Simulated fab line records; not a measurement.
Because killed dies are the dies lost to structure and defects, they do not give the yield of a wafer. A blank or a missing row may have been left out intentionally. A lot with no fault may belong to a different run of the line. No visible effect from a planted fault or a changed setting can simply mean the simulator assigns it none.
Which of the tools did it? || flow rit-cmos || 14 lots, 42 wafers sampled, at 3 steps of a route of 202

WHAT THE GAUGES SHOWED, per wafer
RIT_NLDD_TW_MEAS_10. Usual: NLDD_TW gives 2472 (standard deviation 12).
{"lot": "L493", "measured": "day 3 01:24", "on": "film-metro-03", "NLDD_TW": "2471 2459 2464", "flag": ""}
{"lot": "L495", "measured": "day 3 13:15", "on": "film-metro-04", "NLDD_TW": "2440 2441 2448", "flag": ""}
{"lot": "L496", "measured": "day 3 22:52", "on": "film-metro-03", "NLDD_TW": "2457 2470 2461", "flag": ""}
{"lot": "L498", "measured": "day 4 08:23", "on": "film-metro-04", "NLDD_TW": "2469 2465 2458", "flag": ""}
{"lot": "L500", "measured": "day 4 17:51", "on": "film-metro-03", "NLDD_TW": "2477 2463 2467", "flag": ""}
{"lot": "L501", "measured": "day 4 21:56", "on": "film-metro-01", "NLDD_TW": "2485 2497 2497", "flag": ""}
{"lot": "L502", "measured": "day 5 02:55", "on": "film-metro-04", "NLDD_TW": "2469 2457 2464", "flag": ""}
{"lot": "L503", "measured": "day 5 07:53", "on": "film-metro-03", "NLDD_TW": "2469 2462 2471", "flag": ""}
{"lot": "L505", "measured": "day 5 15:56", "on": "film-metro-03", "NLDD_TW": "2461 2465 2466", "flag": ""}
{"lot": "L509", "measured": "day 6 11:16", "on": "film-metro-03", "NLDD_TW": "2451 2467 2471", "flag": ""}
{"lot": "L510", "measured": "day 6 15:07", "on": "film-metro-04", "NLDD_TW": "2479 2470 2483", "flag": ""}
{"lot": "L511", "measured": "day 6 15:13", "on": "film-metro-03", "NLDD_TW": "2698 2709 2688 2688 2693 2698", "flag": "OFF"}
{"lot": "L513", "measured": "day 7 04:37", "on": "film-metro-01", "NLDD_TW": "2722 2734 2727 2713 2727 2709", "flag": "OFF"}
{"lot": "L516", "measured": "day 7 22:00", "on": "film-metro-01", "NLDD_TW": "2470 2466 2488", "flag": ""}

RIT_SDANNEAL_RS_MEAS_07: measurement is done with a four-point probe. Usual: NLDD_RS gives 151.5 ohm/sq (standard deviation 0.55).
{"lot": "L493", "measured": "day 3 09:19", "on": "film-metro-03", "NLDD_RS (ohm/sq)": "152.2 152.4 152.0", "flag": ""}
{"lot": "L495", "measured": "day 3 21:31", "on": "film-metro-03", "NLDD_RS (ohm/sq)": "151.2 151.1 151.5", "flag": ""}
{"lot": "L496", "measured": "day 4 06:39", "on": "film-metro-01", "NLDD_RS (ohm/sq)": "151.6 151.8 151.9", "flag": ""}
{"lot": "L498", "measured": "day 4 16:23", "on": "film-metro-01", "NLDD_RS (ohm/sq)": "151.7 151.7 151.3", "flag": ""}
{"lot": "L500", "measured": "day 5 01:56", "on": "film-metro-04", "NLDD_RS (ohm/sq)": "151.8 151.5 152.0", "flag": ""}
{"lot": "L501", "measured": "day 5 06:19", "on": "film-metro-03", "NLDD_RS (ohm/sq)": "151.4 151.5 151.4", "flag": ""}
{"lot": "L502", "measured": "day 5 12:02", "on": "film-metro-04", "NLDD_RS (ohm/sq)": "151.5 151.7 152.0", "flag": ""}
{"lot": "L503", "measured": "day 5 16:05", "on": "film-metro-01", "NLDD_RS (ohm/sq)": "151.5 151.4 151.3", "flag": ""}
{"lot": "L505", "measured": "day 5 23:59", "on": "film-metro-01", "NLDD_RS (ohm/sq)": "150.3 150.6 150.5", "flag": ""}
{"lot": "L509", "measured": "day 6 18:56", "on": "film-metro-01", "NLDD_RS (ohm/sq)": "151.1 150.7 150.7", "flag": ""}
{"lot": "L510", "measured": "day 6 22:46", "on": "film-metro-03", "NLDD_RS (ohm/sq)": "150.8 150.6 150.4", "flag": ""}
{"lot": "L511", "measured": "day 7 01:42", "on": "film-metro-04", "NLDD_RS (ohm/sq)": "113.9 113.4 113.3 113.8 113.3 113.7", "flag": "OFF"}
{"lot": "L513", "measured": "day 7 19:58", "on": "film-metro-01", "NLDD_RS (ohm/sq)": "113.4 113.1 113.6 113.6 113.1 113.4", "flag": "OFF"}
{"lot": "L516", "measured": "day 8 06:48", "on": "film-metro-03", "NLDD_RS (ohm/sq)": "151.3 151.7 151.8", "flag": ""}

EACH LOT AND THE TOOL THAT RAN IT (in order: tool; ch and the chambers of the sampled wafers; start)
{"lot": "L493", "RIT_NLDD_IMPLANT_08": "implanter-04 ch 0, day 3 01:05"}
{"lot": "L495", "RIT_NLDD_IMPLANT_08": "implanter-03 ch 0, day 3 12:58"}
{"lot": "L496", "RIT_NLDD_IMPLANT_08": "implanter-03 ch 0, day 3 22:32"}
{"lot": "L498", "RIT_NLDD_IMPLANT_08": "implanter-01 ch 0, day 4 08:04"}
{"lot": "L500", "RIT_NLDD_IMPLANT_08": "implanter-01 ch 0, day 4 17:32"}
{"lot": "L501", "RIT_NLDD_IMPLANT_08": "implanter-01 ch 0, day 4 21:38"}
{"lot": "L502", "RIT_NLDD_IMPLANT_08": "implanter-04 ch 0, day 5 02:37"}
{"lot": "L503", "RIT_NLDD_IMPLANT_08": "implanter-03 ch 0, day 5 07:35"}
{"lot": "L505", "RIT_NLDD_IMPLANT_08": "implanter-04 ch 0, day 5 15:37"}
{"lot": "L509", "RIT_NLDD_IMPLANT_08": "implanter-01 ch 0, day 6 10:57"}
{"lot": "L510", "RIT_NLDD_IMPLANT_08": "implanter-04 ch 0, day 6 14:47"}
{"lot": "L511", "RIT_NLDD_IMPLANT_08": "implanter-01 ch 0, day 6 14:54"}
{"lot": "L513", "RIT_NLDD_IMPLANT_08": "implanter-01 ch 0, day 7 04:18"}
{"lot": "L516", "RIT_NLDD_IMPLANT_08": "implanter-03 ch 0, day 7 21:41"}
- RIT_NLDD_IMPLANT_08

WHAT THE TOOLS THEMSELVES READ (means of the sampled wafers that have a number; where no wafer has one, the mark that the record gives instead)
RIT_NLDD_IMPLANT_08. Usual: beam-energy-keV 20.000, standard deviation 0.0059; beam-on-s 10.01 s, standard deviation 0.19; faraday-current-uA 1571, standard deviation 29.
{"lot": "L493", "tool": "implanter-04", "beam-energy-keV": 20.000, "beam-on-s (s)": 10.25, "faraday-current-uA": 1535, "flag": ""}
{"lot": "L495", "tool": "implanter-03", "beam-energy-keV": 19.998, "beam-on-s (s)": 10.11, "faraday-current-uA": 1554, "flag": ""}
{"lot": "L496", "tool": "implanter-03", "beam-energy-keV": 20.003, "beam-on-s (s)": 9.97, "faraday-current-uA": 1577, "flag": ""}
{"lot": "L498", "tool": "implanter-01", "beam-energy-keV": 19.998, "beam-on-s (s)": 10.07, "faraday-current-uA": 1558, "flag": ""}
{"lot": "L500", "tool": "implanter-01", "beam-energy-keV": 19.995, "beam-on-s (s)": 10.00, "faraday-current-uA": 1576, "flag": ""}
{"lot": "L501", "tool": "implanter-01", "beam-energy-keV": 20.008, "beam-on-s (s)": 9.89, "faraday-current-uA": 1592, "flag": ""}
{"lot": "L502", "tool": "implanter-04", "beam-energy-keV": 19.998, "beam-on-s (s)": 10.05, "faraday-current-uA": 1560, "flag": ""}
{"lot": "L503", "tool": "implanter-03", "beam-energy-keV": 20.004, "beam-on-s (s)": 9.79, "faraday-current-uA": 1605, "flag": ""}
{"lot": "L505", "tool": "implanter-04", "beam-energy-keV": 20.000, "beam-on-s (s)": 10.08, "faraday-current-uA": 1553, "flag": ""}
{"lot": "L509", "tool": "implanter-01", "beam-energy-keV": 19.995, "beam-on-s (s)": 9.96, "faraday-current-uA": 1582, "flag": ""}
{"lot": "L510", "tool": "implanter-04", "beam-energy-keV": 19.999, "beam-on-s (s)": 10.12, "faraday-current-uA": 1552, "flag": ""}
{"lot": "L511", "tool": "implanter-01", "beam-energy-keV": 20.001, "beam-on-s (s)": 14.31, "faraday-current-uA": 1099, "flag": "OFF"}
{"lot": "L513", "tool": "implanter-01", "beam-energy-keV": 20.003, "beam-on-s (s)": 14.49, "faraday-current-uA": 1084, "flag": "OFF"}
{"lot": "L516", "tool": "implanter-03", "beam-energy-keV": 20.002, "beam-on-s (s)": 10.03, "faraday-current-uA": 1571, "flag": ""}

THE ANSWER, worked out from the rows above alone
Rule: a lot is off if the mean of its wafers that have a number lies more than 3 standard deviations from the usual mean. Also off: a lot with no number at a reading for which 4 or more lots have one. The other lots that the step has rows for count as sound. After the gauges, taken in route order, come the tools' own readings; for these a lot's mean is taken, as printed above. The first step at which some lot is off is used, and at that step the reading that is off furthest; a lot without a number counts as furthest.
Off: L511, L513, at RIT_NLDD_TW_MEAS_10 (NLDD_TW).
A tool fits if, at a process step before that reading, it ran every lot that is off, and no sound lot after the first of them. Not tried: the gauges at RIT_NLDD_TW_MEAS_10; whatever is off there is also off at RIT_NLDD_IMPLANT_08, on other tools, and gauge error can't account for it. One fits: RIT_NLDD_IMPLANT_08 on implanter-01. Its last sound lot is L509 (day 6 10:57), its first lot that is off L511 (day 6 14:54): a fault that began between those two fits.
The tool's own readings at RIT_NLDD_IMPLANT_08 bear it out: on the lots that are off they differ by more than 5 times the standard deviation of the sound lots' means. beam-on-s reads 14.40 s there against 10.03 s on the sound lots; faraday-current-uA reads 1092 there against 1568 on the sound lots.

WHAT THE SIMULATOR HAD INSERTED
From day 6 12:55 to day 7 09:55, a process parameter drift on implanter-01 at RIT_NLDD_IMPLANT_08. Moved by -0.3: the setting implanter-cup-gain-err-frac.
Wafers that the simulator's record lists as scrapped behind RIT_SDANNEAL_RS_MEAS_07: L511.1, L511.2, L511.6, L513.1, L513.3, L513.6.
Shown lots that were struck: L511, L513. The rule above found the same.
